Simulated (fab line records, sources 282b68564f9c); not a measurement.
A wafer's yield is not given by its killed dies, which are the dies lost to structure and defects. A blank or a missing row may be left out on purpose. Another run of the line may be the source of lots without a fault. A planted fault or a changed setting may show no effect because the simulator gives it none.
2 desks looking at one fault / flow rit-cmos / what lay behind the numbers comes last; until then each desk has only its own

## FROM THE METROLOGY DESK
What the gauges read, lot by lot, whatever tool the lot ran on: means of the sampled wafers that have a number. If a lot's mean is further than 4 standard deviations from the usual mean, the lot is out of limits and carries the mark OUT (the distance appears in the brackets).
Columns: A = cd-nm at RIT_GATE_CD_MEAS_16, usual 149.9 nm; B = SPACER_NITRIDE_THK at RIT_SPACER_THK_MEAS_04, usual 251.7 nm
lot=L891; first seen here=day 2 17:51; A=152.0; B=251.3
lot=L892; first seen here=day 3 01:40; A=150.8; B=252.9
lot=L895; first seen here=day 3 17:23; A=146.3; B=254.9
lot=L896; first seen here=day 3 18:45; A=148.4; B=249.2
lot=L897; first seen here=day 4 00:18; A=150.0; B=248.9
lot=L898; first seen here=day 4 04:56; A=152.2; B=251.2
lot=L900; first seen here=day 4 16:13; A=150.2; B=250.1
lot=L904; first seen here=day 5 08:17; A=145.1; B=252.0
lot=L907; first seen here=day 6 01:11; A=149.9; B=250.1
lot=L908; first seen here=day 6 03:48; A=147.4; B=252.0
lot=L909; first seen here=day 6 10:31; A=153.9; B=251.5
lot=L910; first seen here=day 6 16:40; A=144.8; B=237.3 (-7.6) OUT
lot=L914; first seen here=day 7 13:13; A=152.5; B=249.5
Finding of this desk: L910 out of limits, first seen on L910 at day 7 03:38 (SPACER_NITRIDE_THK at RIT_SPACER_THK_MEAS_04). L891, L892, L895, L896, L897, L898, L900, L904, L907, L908, L909, L914 stayed within limits.

## DESK OF THE TOOL OWNER: lpcvd-02
The tool's own readings at RIT_SPACER_CVD_03 (deposits Si3N4 from SiH2Cl2/NH3, target thk 250 nm, time 3300 s): means of the sampled wafers that have a number, for each lot that ran on this tool. If a lot's mean is further than 4 standard deviations from the usual mean, the lot is out of limits and carries the mark OUT (the distance appears in the brackets).
Columns: A = pressure-mtorr at RIT_SPACER_CVD_03, usual 299.9 mTorr
lot=L897; first seen here=day 4 07:29; A=300.2
lot=L898; first seen here=day 4 12:23; A=299.8
lot=L904; first seen here=day 5 16:09; A=299.3
lot=L908; first seen here=day 6 11:04; A=299.7
lot=L910; first seen here=day 7 01:43; A=240.8 (-99 or more) OUT
This desk's verdict: out of limits on L910, starting with L910 at day 7 01:43 (pressure-mtorr at RIT_SPACER_CVD_03). L897, L898, L904, L908 stayed within limits.

## ALL TOGETHER
The tool owner's desk had the chance to raise an alarm at day 7 01:43 on L910.
At day 7 03:38 the metrology desk could have sounded an alarm, on L910.
Every lot named ran RIT_SPACER_CVD_03 on lpcvd-02.

## WHAT HAD BEEN PUT IN BY THE SIMULATOR
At RIT_SPACER_CVD_03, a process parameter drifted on lpcvd-02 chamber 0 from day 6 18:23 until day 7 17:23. Setting pressure-mtorr shifted by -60 from 300. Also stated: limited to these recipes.
Shown lots that were struck: L910.
Delay (hours) between the fault's onset and each desk's first out-of-limits reading: 7 at the tool owner's desk, 9 at the metrology desk.
